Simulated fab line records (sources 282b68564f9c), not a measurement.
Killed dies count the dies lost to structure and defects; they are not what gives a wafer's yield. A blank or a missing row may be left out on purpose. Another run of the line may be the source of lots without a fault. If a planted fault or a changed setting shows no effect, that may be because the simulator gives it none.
A struck lot beside a sound one | flow ritCmos | 15 steps out of a route of 202
Sound: these wafers, L209.1, L209.2, L209.3. The struck wafers were L199.2, L199.3, L199.5. The cause comes at the end.
For every step that has rows: the tool of each side, followed by ch and its chambers, followed by its first start. Under that, the readings that differ: sound wafers | struck wafers | difference of the means | sigmas: that difference in standard deviations of wafers without a fault.
alike: a reading whose means differ by less than 2 such deviations, as well as words and numbers matching on both sides. not compared: withheld readings; readings where some wafer has no value; bounds like >300 that might hide an equal value; numbers whose values overlap and for which the record gives no deviation.
Wherever a step has rows on one side only, a row that says differs or no value, or a row with sigmas, the two part there. Numbers that have no deviation but don't overlap get no sigmas and don't part them. A reading that every wafer of one side lacks parts them only if that side has two wafers or more.

first, 1 step without rows for these wafers: RIT_PRETRO_DEVELOP_05 (develop time 68 s).
RIT_PRETRO_OVL_MEAS_06:
  struck on overlay-02, day 3 19:38; sound on overlay-02, day 5 20:26
  alike: PRETRO_OVL
then, 2 steps without rows for these wafers: RIT_PRETRO_HARDBAKE_07 (time 120 s); RIT_PRETRO_IMPLANT_08.
RIT_PRETRO_STRIP_09: strips in O2, time 180 s.
  sound on plasmaAsher-04 ch 0,1, day 5 20:52; struck on plasmaAsher-02 ch 0,1, day 3 20:04
  alike: drypumpMotorCurrentA
  not compared: rfHoursCounterH
RIT_PRETRO_TW_MEAS_10:
  struck on filmMetro-04, day 3 20:15; sound on filmMetro-01, day 5 21:02
  alike: PRETRO_TW
then, 5 steps without rows for these wafers: RIT_GATE_WET_ETCH_00 (etches SiO2 in BOE, target depth 56 nm, time 60 s); RIT_GATE_CLEAN_01 (cleans in SC1, time 600 s); RIT_GATE_CLEAN_02 (cleans in dHF, time 30 s); RIT_GATE_CLEAN_03 (cleans in SC2, time 600 s); RIT_GATE_CLEAN_04 (cleans in dHF, time 60 s).
RIT_FOX2_THK_MEAS_91:
  struck on filmMetro-01, day 3 20:44; sound on filmMetro-04, day 5 21:31
reading                     | sound       | struck      | difference | sigmas
FIELD_OXIDE_LEFT_2_THK (nm) | 248 250 251 | 266 266 266 | +16        | +3
RIT_GATE_OXIDATION_05: target thk 3 nm, ox time 270 s.
  sound on furnace-01 ch 0, day 5 21:35; struck on furnace-01, day 3 21:03
  no value came back on the struck wafers for oxTempC (C), oxTempCMax; on the sound wafers oxTempC (C) reads 900.1 900.0 900.1
then, 2 steps without rows for these wafers: RIT_GATE_ANNEAL_06 (time 600 s); RIT_GATE_CVD_08 (deposits poly-Si from SiH4, target thk 250 nm, time 2220 s).

## WHERE THEY PART
At RIT_FOX2_THK_MEAS_91 first; at RIT_GATE_OXIDATION_05 last (within this record only).

WHY: what the simulator had put in
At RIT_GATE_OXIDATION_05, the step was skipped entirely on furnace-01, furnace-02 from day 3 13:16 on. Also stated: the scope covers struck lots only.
